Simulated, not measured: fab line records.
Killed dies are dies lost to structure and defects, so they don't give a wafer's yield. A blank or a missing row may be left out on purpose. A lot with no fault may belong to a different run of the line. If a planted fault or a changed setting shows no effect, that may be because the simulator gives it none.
The same fault as seen by 2 desks    flow rit-cmos    every desk sees just its own numbers, and what lay behind them comes last

## FOR THE TOOL OWNER'S DESK: rie-metal-04
The tool's own readings at RIT_M1_METAL_ETCH_12 (etches Al in Cl2/BCl3, stops on SiO2, time 165 s, target depth 600 nm): means of the sampled wafers that have a number, for each lot that ran on this tool. Any lot whose mean is over 4 standard deviations away from the usual mean is out of limits and marked OUT; that distance is given in the brackets.
Columns: A = bcl3-flow-sccm at RIT_M1_METAL_ETCH_12, usual 50.02 sccm; B = chamber-pressure-mTorr at RIT_M1_METAL_ETCH_12, usual 100.00 mTorr; C = drypump-motor-current-A at RIT_M1_METAL_ETCH_12, usual 5.5 A; D = oes-product-au at RIT_M1_METAL_ETCH_12, usual 0.792 a.u.; E = throttle-valve-pct at RIT_M1_METAL_ETCH_12, usual 8.29 %
lot   first seen here  A      B       C    D      E
L953  day 3 11:38      50.03  100.04  5.6  0.804  8.28
L956  day 4 06:59      49.90  100.04  5.5  0.807  8.23
L959  day 4 18:28      50.01  99.97   5.6  0.806  8.34
L965  day 6 01:29      49.85  100.00  5.6  0.794  8.33
L969  day 6 22:31      50.04  99.95   5.6  0.809  8.33
This desk found nothing out of limits on any of the 5 lots.

## METROLOGY DESK
What the gauges read for every lot (on any tool): the sampled wafers with a number, averaged. Any lot whose mean is over 4 standard deviations away from the usual mean is out of limits and marked OUT; that distance is given in the brackets.
Columns: A = NLDD_OVL at RIT_NLDD_OVL_MEAS_06, usual -0.6 nm; B = PLDD_RS at RIT_SDANNEAL_RS_MEAS_06, usual 177.9 ohm/sq
lot   first seen here  A     B
L952  day 2 19:35      -1.3  177.6
L953  day 2 22:53      -0.4  178.5
L954  day 3 02:49      -1.7  177.8
L956  day 3 17:38      -0.2  177.9
L957  day 3 20:24      0.1   177.9
L958  day 4 01:23      -1.6  177.6
L959  day 4 05:14      -1.2  177.7
L960  day 4 15:16      -0.9  178.4
L963  day 5 06:42      0.3   177.4
L965  day 5 11:57      0.2   177.8
L969  day 6 09:16      -1.0  177.6
L972  day 6 21:59      -0.1  177.7
L973  day 7 02:29      2.3   177.9
L975  day 7 12:38      -1.1  177.4
This desk found nothing out of limits on any of the 14 lots.

## PUT TOGETHER
Nothing out of limits was seen by the tool owner's desk.
Metrology desk: nothing out of limits seen.

## WHAT THE SIMULATOR HAD INSERTED
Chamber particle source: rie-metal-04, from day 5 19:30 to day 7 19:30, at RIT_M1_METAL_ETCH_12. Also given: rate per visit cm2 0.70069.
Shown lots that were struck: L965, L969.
